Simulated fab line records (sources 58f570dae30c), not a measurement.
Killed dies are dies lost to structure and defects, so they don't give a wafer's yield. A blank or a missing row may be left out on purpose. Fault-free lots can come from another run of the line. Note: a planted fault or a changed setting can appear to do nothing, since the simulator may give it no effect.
Which tool did it? | flow berkeley-cmos170 | Sampling: 13 lots, 39 wafers, 4 of 331 route steps

WHAT EACH GAUGE READ, for each wafer
UCB170_PLDD_OVL_MEAS_07.
lot  | measured     | on         | PLDD_OVL (nm)
L964 | day 5 16:07  | overlay-01 | -6 -2 0
L967 | day 6 19:19  | overlay-01 | -7 -1 2
L968 | day 6 19:29  | overlay-02 | -6 -5 -5
L966 | day 6 19:35  | overlay-01 | 2 3 1
L971 | day 7 00:59  | overlay-02 | -3 -5 0
L970 | day 7 01:19  | overlay-02 | -4 4 -3
L969 | day 7 01:34  | overlay-02 | 0 -4 0
L974 | day 8 00:52  | overlay-02 | -7 -3 -3
L975 | day 8 01:26  | overlay-01 | -2 3 1
L980 | day 9 05:29  | overlay-01 | 2 2 1
L985 | day 10 04:27 | overlay-01 | 3 4 0
L986 | day 10 20:49 | overlay-02 | -5 -5 -3
L987 | day 10 21:03 | overlay-01 | 3 2 3

UCB170_SDANNEAL_RS_MEAS_05: uses a four-point probe to measure.
lot  | measured     | on            | NLDD_RS (ohm/sq)
L964 | day 6 07:37  | film-metro-04 | 615.4 617.7 616.3
L967 | day 7 07:05  | film-metro-04 | 617.5 616.6 617.8
L968 | day 7 07:17  | film-metro-03 | 617.2 618.4 616.7
L966 | day 7 07:39  | film-metro-04 | 615.8 616.9 616.2
L971 | day 7 13:38  | film-metro-02 | 616.5 618.0 617.0
L970 | day 7 14:13  | film-metro-03 | 615.4 615.5 615.6
L969 | day 7 13:55  | film-metro-04 | 616.0 615.9 616.4
L974 | day 8 14:06  | film-metro-03 | 614.6 615.4 614.1
L975 | day 8 13:53  | film-metro-04 | 613.0 613.9 613.2
L980 | day 9 18:35  | film-metro-02 | 618.0 616.4 618.3
L985 | day 10 18:29 | film-metro-03 | 617.9 618.1 616.4
L986 | day 11 11:31 | film-metro-04 | 616.1 615.4 615.7
L987 | day 11 11:31 | film-metro-02 | 616.9 616.6 617.9

UCB170_M2_CD_MEAS_15: the cd target is 700 nm.
lot  | measured     | on        | cd-nm (nm)
L964 | day 7 01:01  | cd-sem-01 | 699.2 701.3 698.9
L967 | day 8 01:29  | cd-sem-02 | 698.9 699.0 697.3
L968 | day 8 01:01  | cd-sem-01 | 699.6 699.6 699.6
L966 | day 8 01:36  | cd-sem-02 | 699.5 701.0 700.1
L971 | day 8 06:28  | cd-sem-01 | 700.1 700.9 701.0
L970 | day 8 06:22  | cd-sem-02 | 700.1 699.7 698.8
L969 | day 8 06:13  | cd-sem-01 | 700.2 698.7 698.7
L974 | day 9 07:34  | cd-sem-02 | 700.8 699.2 699.6
L975 | day 9 08:35  | cd-sem-01 | 698.7 699.6 698.9
L980 | day 10 13:12 | cd-sem-01 | 698.1 699.2 698.8
L985 | day 11 12:09 | cd-sem-02 | 698.2 698.8 698.0
L986 | day 12 06:16 | cd-sem-02 | 698.7 699.7 698.5
L987 | day 12 05:59 | cd-sem-01 | 700.1 699.0 698.8

WHAT TOOL EACH LOT RAN ON (gives the tool, then ch and the chambers of the sampled wafers, and finally the start)
lot  | UCB170_CONTACT_EXPOSE_12
L964 | krf-scanner-01 ch 0, day 6 12:46
L967 | krf-scanner-02 ch 0, day 7 11:14
L968 | krf-scanner-01 ch 0, day 7 12:23
L966 | krf-scanner-02 ch 0, day 7 12:38
L971 | krf-scanner-01 ch 0, day 7 17:31
L970 | krf-scanner-02 ch 0, day 7 19:44
L969 | krf-scanner-02 ch 0, day 7 17:48
L974 | krf-scanner-02 ch 0, day 8 18:46
L975 | krf-scanner-01 ch 0, day 8 19:00
L980 | krf-scanner-02 ch 0, day 10 01:55
L985 | krf-scanner-02 ch 0, day 11 00:11
L986 | krf-scanner-02 ch 0, day 11 15:59
L987 | krf-scanner-01 ch 0, day 11 16:23
- UCB170_CONTACT_EXPOSE_12: exposes mask CONT, target cd 700 nm.

WHAT THE TOOLS THEMSELVES READ (means of the sampled wafers that have a number; where no wafer has one, the mark that the record gives instead)
UCB170_CONTACT_EXPOSE_12.
lot  | tool           | exposure-dose-mJ-cm2 | stage-vel-mm-s (mm/s)
L964 | krf-scanner-01 | 35.01                | 500.04
L967 | krf-scanner-02 | 35.02                | 499.97
L968 | krf-scanner-01 | 35.02                | 500.15
L966 | krf-scanner-02 | 35.01                | 500.04
L971 | krf-scanner-01 | 35.01                | 499.94
L970 | krf-scanner-02 | 34.98                | 500.13
L969 | krf-scanner-02 | 35.03                | 500.12
L974 | krf-scanner-02 | 35.03                | 500.28
L975 | krf-scanner-01 | 34.77                | 499.99
L980 | krf-scanner-02 | 35.01                | 500.30
L985 | krf-scanner-02 | 34.97                | 500.20
L986 | krf-scanner-02 | 34.98                | 499.58
L987 | krf-scanner-01 | 35.06                | 499.88

THE ANSWER, worked out from the rows above alone
Rule: usual is defined by the lots themselves. Put in order of their means at a reading, lots are off if they are a third of the lots or fewer, leave a main group of 4 or more, and stand apart from it by a gap of 3 or more times the standard deviation of the main group's means; of several such gaps the widest counts. If all means in a main group match to the digits the tables above print for the reading, that group is not used. A lot without any number at a reading at which 4 lots or more have one is off too. Where the step has rows for the other lots, those lots are counted as sound. First the gauges in route order, then the tools' own readings, where a lot's mean is used as printed above. At the first step where some lot is off, the reading lying furthest off is the one used; lots without a number count as furthest.
Off: L975, at UCB170_CONTACT_EXPOSE_12 (exposure-dose-mJ-cm2). The main group has a mean of 35.01 with a standard deviation of 0.024.
A tool fits if, at that step or a process step before it, it ran every lot that is off, and no sound lot after the first of them. Not one of the candidates tried fits.

WHAT THE SIMULATOR PUT IN
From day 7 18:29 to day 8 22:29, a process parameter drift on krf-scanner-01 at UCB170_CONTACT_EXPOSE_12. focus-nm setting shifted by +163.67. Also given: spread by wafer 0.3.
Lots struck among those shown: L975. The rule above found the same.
